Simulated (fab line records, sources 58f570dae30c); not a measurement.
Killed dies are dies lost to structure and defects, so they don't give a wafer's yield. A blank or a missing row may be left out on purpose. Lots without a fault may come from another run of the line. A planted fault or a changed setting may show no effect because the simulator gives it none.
Which tool did it? | flow berkeley_cmos170 | 13 lots, 39 wafers sampled, at 2 steps of a route of 331

WHAT THE GAUGES READ, wafer by wafer
UCB170_PWELL_THK_MEAS_06. Usual: PWELL_NITRIDE_THK 220.5 nm, standard deviation 1.9.
lot  | measured    | on            | PWELL_NITRIDE_THK (nm) | flag
L421 | day 3 10:41 | film_metro-02 | 223.7 223.0 223.4      |
L422 | day 3 14:16 | film_metro-01 | 222.5 222.7 221.9      |
L427 | day 4 19:13 | film_metro-03 | 210.4 210.4 211.3      | OFF
L432 | day 5 23:31 | film_metro-02 | 220.5 218.8 222.6      |
L433 | day 5 23:31 | film_metro-01 | 221.9 221.2 221.4      |
L434 | day 6 16:54 | film_metro-01 | 220.0 220.8 221.3      |
L435 | day 6 16:55 | film_metro-02 | 221.5 222.1 219.8      |
L436 | day 7 00:27 | film_metro-02 | 220.8 223.1 222.7      |
L439 | day 7 21:41 | film_metro-03 | 219.4 220.4 221.6      |
L440 | day 7 21:41 | film_metro-01 | 218.1 217.8 219.8      |
L441 | day 8 03:40 | film_metro-02 | 221.4 222.0 222.0      |
L442 | day 8 03:42 | film_metro-03 | 220.2 220.1 219.3      |
L443 | day 8 03:40 | film_metro-01 | 221.8 222.9 224.3      |

WHICH TOOL RAN EACH LOT (tool, then ch and the chambers of the sampled wafers, then the start)
lot  | UCB170_PWELL_CVD_05
L421 | lpcvd-01 ch 0, day 3 08:46
L422 | lpcvd-02 ch 1, day 3 12:21
L427 | lpcvd-01 ch 1, day 4 17:17
L432 | lpcvd-02 ch 0, day 5 21:36
L433 | lpcvd-02 ch 0, day 5 21:36
L434 | lpcvd-02 ch 0, day 6 14:59
L435 | lpcvd-02 ch 1, day 6 14:59
L436 | lpcvd-02 ch 0, day 6 22:31
L439 | lpcvd-02 ch 1, day 7 19:45
L440 | lpcvd-02 ch 1, day 7 19:45
L441 | lpcvd-02 ch 1, day 8 01:45
L442 | lpcvd-02 ch 1, day 8 01:45
L443 | lpcvd-02 ch 1, day 8 01:45
- UCB170_PWELL_CVD_05: deposits Si3N4 from SiH2Cl2/NH3, target thk 220 nm, time 3300 s.

WHAT THE TOOLS THEMSELVES READ (means of the sampled wafers that have a number; where no wafer has one, the mark that the record gives instead)
UCB170_PWELL_CVD_05. Usual: nh3_flow_sccm 75.02 sccm, standard deviation 0.22; sih2cl2_flow_sccm 25.01 sccm, standard deviation 0.06; zone_power_load_pct 22.0 %, standard deviation 1.4.
lot  | tool     | nh3_flow_sccm (sccm) | sih2cl2_flow_sccm (sccm) | zone_power_load_pct (%) | flag
L421 | lpcvd-01 | 75.15                | 24.95                    | 21.4                    |
L422 | lpcvd-02 | 75.21                | 24.96                    | 23.7                    |
L427 | lpcvd-01 | 75.23                | 20.00                    | 20.5                    | OFF
L432 | lpcvd-02 | 74.62                | 24.98                    | 20.2                    |
L433 | lpcvd-02 | 75.38                | 24.98                    | 20.5                    |
L434 | lpcvd-02 | 75.05                | 25.03                    | 20.2                    |
L435 | lpcvd-02 | 74.92                | 25.05                    | 23.7                    |
L436 | lpcvd-02 | 74.93                | 24.98                    | 20.3                    |
L439 | lpcvd-02 | 75.17                | 25.06                    | 23.8                    |
L440 | lpcvd-02 | 75.00                | 24.99                    | 23.7                    |
L441 | lpcvd-02 | 75.21                | 25.08                    | 23.7                    |
L442 | lpcvd-02 | 75.23                | 24.97                    | 23.8                    |
L443 | lpcvd-02 | 74.93                | 25.01                    | 23.7                    |

THE ANSWER, worked out from the rows above alone
Rule: a lot is off if the mean of its wafers that have a number lies more than 3 standard deviations from the usual mean. A lot without any number at a reading at which 4 lots or more have one is off too. The other lots that the step has rows for count as sound. The gauges are gone through in route order, then the tools' own readings, and for those a lot's mean is taken as printed above. The first step at which some lot is off is used, and at that step the reading that is off furthest; a lot without a number counts as furthest.
Off: L427, at UCB170_PWELL_THK_MEAS_06 (PWELL_NITRIDE_THK).
A tool fits if, at a process step before that reading, it ran every lot that is off, and no sound lot after the first of them. The gauges at UCB170_PWELL_THK_MEAS_06 aren't tried: what is off there is off at UCB170_PWELL_CVD_05 too, on other tools, and a gauge's error can't cause that. One fits: lpcvd-01 at UCB170_PWELL_CVD_05. Its last sound lot is L421 (day 3 08:46), its first lot that is off L427 (day 4 17:17): a fault that began between those two fits.
The tool's own readings at UCB170_PWELL_CVD_05 bear it out: on the lots that are off they differ by more than 5 times the standard deviation of the sound lots' means. sih2cl2_flow_sccm reads 20.00 sccm there against 25.00 sccm on the sound lots.

WHAT THE SIMULATOR HAD PUT IN
Process parameter drift: lpcvd-01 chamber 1, from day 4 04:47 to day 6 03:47, at UCB170_PWELL_CVD_05. Setting sih2cl2_flow_sccm, moved by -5, from 25. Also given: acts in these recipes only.
Lots struck among those shown: L427. The rule above found the same.
